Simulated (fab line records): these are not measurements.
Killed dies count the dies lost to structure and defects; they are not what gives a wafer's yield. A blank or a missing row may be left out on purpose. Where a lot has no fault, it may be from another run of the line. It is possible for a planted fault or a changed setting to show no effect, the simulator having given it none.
A struck lot beside a sound one ; flow rit-cmos ; 20 steps out of a route of 202
Sound: the wafers L892.1, L892.3, L892.4. Struck: wafers L900.2, L900.3, L900.4. Last of all comes the cause.
At each step with rows: each side's tool, then ch and its chambers, then its first start. Under that, the readings that differ: sound wafers ; struck wafers ; difference of the means ; sigmas: that difference in standard deviations of wafers without a fault.
alike: readings whose means differ by less than 2 such deviations, and words and numbers that are the same on both sides. not compared: withheld readings, readings that some wafer has no value for, bounds like >300 that may hide the same value, and numbers for which the record gives no deviation and whose values overlap.
A row with sigmas, a row that says differs or no value, or rows on one side alone: a step with any of these is where the two part. Non-overlapping numbers with no deviation appear without sigmas and do not part them. Lack of a reading on every wafer of one side parts them only where that side has two or more wafers.

first, 2 steps without rows for these wafers: RIT_NWELL_HARDBAKE_07 (time 120 s); RIT_NWELL_IMPLANT_08.
RIT_NWELL_STRIP_09: strips in O2, time 180 s.
  sound on plasma-asher-02 ch 0,1, day 2 09:16; struck on plasma-asher-03 ch 0,1, day 4 00:35
  alike: drypump-motor-current-A
  not compared: rf-hours-counter-h
RIT_NWELL_TW_MEAS_10:
  sound: film-metro-02 at day 2 09:26; struck: film-metro-02 at day 4 00:46
  alike: NWELL_TW
then, 6 steps without rows for these wafers: RIT_PWELL_HMDS_00 (prime time 60 s); RIT_PWELL_COAT_01 (resist thk 1286 nm); RIT_PWELL_SOFTBAKE_02 (time 60 s); RIT_PWELL_EXPOSE_03 (exposes mask M3, target cd 43700 nm); RIT_PWELL_PEB_04; RIT_PWELL_DEVELOP_05 (develop time 68 s).
RIT_PWELL_OVL_MEAS_06:
  sound: overlay-01 at day 2 10:23; struck: overlay-02 at day 4 01:50
  alike: PWELL_OVL
then, 1 step without rows for these wafers: RIT_PWELL_HARDBAKE_07 (time 120 s).
RIT_PWELL_IMPLANT_08:
  sound on implanter-01 ch 0, day 2 10:40; struck on implanter-01 ch 0, day 4 02:08
reading;sound;struck;difference;sigmas
tilt-deg (degrees);7.009 7.005 7.005;3.141 3.105 3.103;-3.890;-99 or more
RIT_PWELL_STRIP_09: strips in O2, time 180 s.
  sound on plasma-asher-01 ch 0,1, day 2 10:49; struck on plasma-asher-01 ch 0,1, day 4 02:16
  alike: drypump-motor-current-A
  not compared: rf-hours-counter-h
RIT_PWELL_TW_MEAS_10:
  sound: film-metro-02 at day 2 10:59; struck: film-metro-02 at day 4 02:26
  alike: PWELL_TW
then, 1 step without rows for these wafers: RIT_WELLDRIVE_ANNEAL_00 (time 14700 s).
RIT_WELLDRIVE_RS_MEAS_01: uses a four-point probe to measure.
  sound: film-metro-02 at day 2 16:08; struck: film-metro-03 at day 4 09:06
  alike: NWELL_RS
RIT_WELLDRIVE_RS_MEAS_02: uses a four-point probe to measure.
  sound: film-metro-02 at day 2 16:15; struck: film-metro-03 at day 4 09:13
reading;sound;struck;difference;sigmas
PWELL_RS (ohm/sq);427.2 426.4 425.3;419.5 420.6 419.6;-6.4;-5
then, 1 step without rows for these wafers: RIT_NRETRO_HMDS_00 (prime time 60 s).
RIT_M1_PROBE_99:
  sound: prober-02 at day 4 01:13; struck: prober-02 at day 5 16:38
  alike: killed_at_M0_to_M3, killed-at-contacts, killed-at-front-end, killed-dies, killed-open, killed-short

WHERE THEY PART
Last at RIT_WELLDRIVE_RS_MEAS_02 as far as this record goes, first at RIT_PWELL_IMPLANT_08. Later steps at which nothing parts them and some readings are alike: RIT_M1_PROBE_99.

WHY: what the simulator had put in
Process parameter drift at RIT_PWELL_IMPLANT_08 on implanter-01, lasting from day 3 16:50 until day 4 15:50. A move of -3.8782 in setting tilt-deg, from 7. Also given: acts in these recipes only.
